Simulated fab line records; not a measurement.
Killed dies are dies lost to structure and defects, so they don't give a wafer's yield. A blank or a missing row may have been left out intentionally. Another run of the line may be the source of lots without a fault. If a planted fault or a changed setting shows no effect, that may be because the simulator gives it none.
Problem report, 8D (eight disciplines) form, completed by code | flow berkeley cmos170 | the parts of the form that need people (team, actions taken, sign-off) are left out

== 1. WHAT WENT WRONG ==
SILICIDE_TI_RS at UCB170_SILICIDE_RS_MEAS_02 reads a mean of 23.8 ohm/sq on 1 wafer of 1 lot; wafers without a fault read 26.2 ohm/sq with a standard deviation of 0.37. That is -6.5 standard deviations from the usual mean.
The step: measures by four-point-probe.
Seen first at day 12 01:47 on film metro-03, wafer L528.5. The record has a number at this step for 39 wafers belonging to 13 lots. The rule behind "out" and "out of limits": a value lying over 4 standard deviations away from the usual mean. All remaining wafers that have a number are taken as sound.

== 2. WHAT IT IS, AND WHAT IT ISN'T ==
question                    | is                | is not
which readings at this step | SILICIDE_TI_RS    | -
which lots                  | L528              | L508, L509, L510, L511, L512, L513, L515, L516, L519, L529, L530, L531
which wafers of those lots  | L528.5            | L528.3, L528.6
read on which gauges        | film metro-03     | film metro-01, film metro-04
when                        | from day 12 01:47 | up to then (35 sound wafers); but 3 sound wafers of L531 came after

== 3. THE SUSPECTS, EACH WITH WHAT RULES IT OUT ==
Counting: any tool at a process step up to the reading remains a suspect provided it ran every lot that is out. Sound lots after the first of them don't rule it out here, since some wafers of a struck lot are sound.
- the gauge at UCB170_SILICIDE_RS_MEAS_02: kept. All the wafers that are out were read on film metro-03, and no step on other tools shows them out.
- plasma asher-04 at UCB170_NSD_STRIP_09 (strips in O2): kept. It processed L528, the lot that is out, at day 12 00:01, and its most recent sound lot before then was L529 at day 11 22:13.
- pvd sputter-02 at UCB170_SILICIDE_SPUTTER_01 (material Ti, target thk 30 nm, time 25 s): kept. It processed L528, the lot that is out, at day 12 01:43, and its most recent sound lot before then was L516 at day 9 05:48.
- The sound lot-mates ran in chamber 1 of plasma asher-04 at UCB170_NSD_STRIP_09, but the wafers that are out ran in chamber 0.
Left after counting: plasma asher-04 at UCB170_NSD_STRIP_09, pvd sputter-02 at UCB170_SILICIDE_SPUTTER_01, film metro-03 at UCB170_SILICIDE_RS_MEAS_02.

== 4. THE CAUSE (what the simulator had put in) ==
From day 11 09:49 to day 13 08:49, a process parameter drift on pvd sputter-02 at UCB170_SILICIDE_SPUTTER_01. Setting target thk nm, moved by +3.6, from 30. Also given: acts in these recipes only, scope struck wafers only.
Counting leaves 3 suspects; this tool is one of them.

== 5. SEQUENCE OF EFFECTS, ordered by route ==
Each row: a reading whose mean over the struck wafers that have a number lies more than 3 standard deviations from the usual. Readings are gone through only where the record gives a usual standard deviation; hours: the median, over the lots, of the time from a lot's start at the first step in this table giving one to that lot's start at this step; sigmas: the change measured in usual standard deviations.
hours | step                        | reading         | usual       | on struck wafers | change | sigmas
0     | UCB170_SILICIDE_RS_MEAS_02  | SILICIDE_TI_RS  | 26.2 ohm/sq | 23.8             | -2.4   | -6.5
0     | UCB170_SILICIDE_THK_MEAS_03 | SILICIDE_TI_THK | 30.3 nm     | 33.0             | +2.7   | +7.3

== 6. WHAT WOULD HAVE CAUGHT IT SOONER ==
In this record the first reading out of limits at a measuring or inspecting step was taken at day 12 01:47, 16 hours after the fault began at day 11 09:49.
An alarm limit of 4 standard deviations would not have fired on the tool readings at UCB170_SILICIDE_SPUTTER_01 for which the record gives a usual standard deviation, since none of them was out on any struck wafer.
All the lots that are out (1) had begun UCB170_SILICIDE_SPUTTER_01 on pvd sputter-02 by day 12 01:47. None of them would have been spared by holding the tool at that moment.
